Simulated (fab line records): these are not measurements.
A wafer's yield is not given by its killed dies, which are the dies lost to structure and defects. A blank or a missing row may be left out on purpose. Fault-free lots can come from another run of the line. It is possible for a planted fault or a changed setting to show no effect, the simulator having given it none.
Which tool was responsible? + flow rit_cmos + 18 wafers from 6 lots sampled at 2 of the route's 202 steps

## WHAT THE GAUGES READ, wafer by wafer
RIT_ACTIVE_CD_MEAS_11 targets a cd of 1400 nm.
| lot  | measured    | on        | cd_nm (nm)           |
|------|-------------|-----------|----------------------|
| L541 | day 1 21:07 | cd_sem-01 | 1399.4 1399.3 1399.9 |
| L543 | day 2 06:26 | cd_sem-01 | 1403.1 1400.1 1402.2 |
| L545 | day 2 20:05 | cd_sem-02 | 1401.6 1400.4 1401.3 |
| L547 | day 3 01:30 | cd_sem-02 | 1402.5 1400.4 1402.0 |
| L552 | day 4 05:04 | cd_sem-02 | 1550.4 1548.4 1548.0 |
| L562 | day 6 06:38 | cd_sem-02 | 1400.4 1400.7 1399.4 |

## EACH LOT AND THE TOOL THAT RAN IT (in order: tool; ch and the chambers of the sampled wafers; start)
| lot  | RIT_ACTIVE_EXPOSE_08               |
|------|------------------------------------|
| L541 | iline_stepper-01 ch 0, day 1 20:43 |
| L543 | iline_stepper-01 ch 0, day 2 06:02 |
| L545 | iline_stepper-02 ch 0, day 2 19:41 |
| L547 | iline_stepper-02 ch 0, day 3 01:06 |
| L552 | iline_stepper-02 ch 0, day 4 04:40 |
| L562 | iline_stepper-02 ch 0, day 6 06:14 |
- RIT_ACTIVE_EXPOSE_08: exposes mask M1, target cd 1400 nm.

## THE ANSWER, worked out from the rows above alone
Rule: usual is defined by the lots themselves. Put in order of their means at a reading, lots are off if they are a third of the lots or fewer, leave a main group of 4 or more, and stand apart from it by a gap of 3 or more times the standard deviation of the main group's means; of several such gaps the widest counts. The tables above print the reading to a certain number of digits; a main group whose means all agree to those digits is not used. A lot without any number at a reading at which 4 lots or more have one is off too. Any other lot the step has rows for is counted as sound.
Off at RIT_ACTIVE_CD_MEAS_11 (cd_nm): L552. Main group: mean 1400.8 nm, sd 0.87.
If a tool, at a process step before that reading, ran all the lots that are off and no sound lot after the first of them, it fits. Those tools and the gauges at RIT_ACTIVE_CD_MEAS_11 are tried in the same way. Of those tried, none fits.

## WHAT THE SIMULATOR HAD PUT IN
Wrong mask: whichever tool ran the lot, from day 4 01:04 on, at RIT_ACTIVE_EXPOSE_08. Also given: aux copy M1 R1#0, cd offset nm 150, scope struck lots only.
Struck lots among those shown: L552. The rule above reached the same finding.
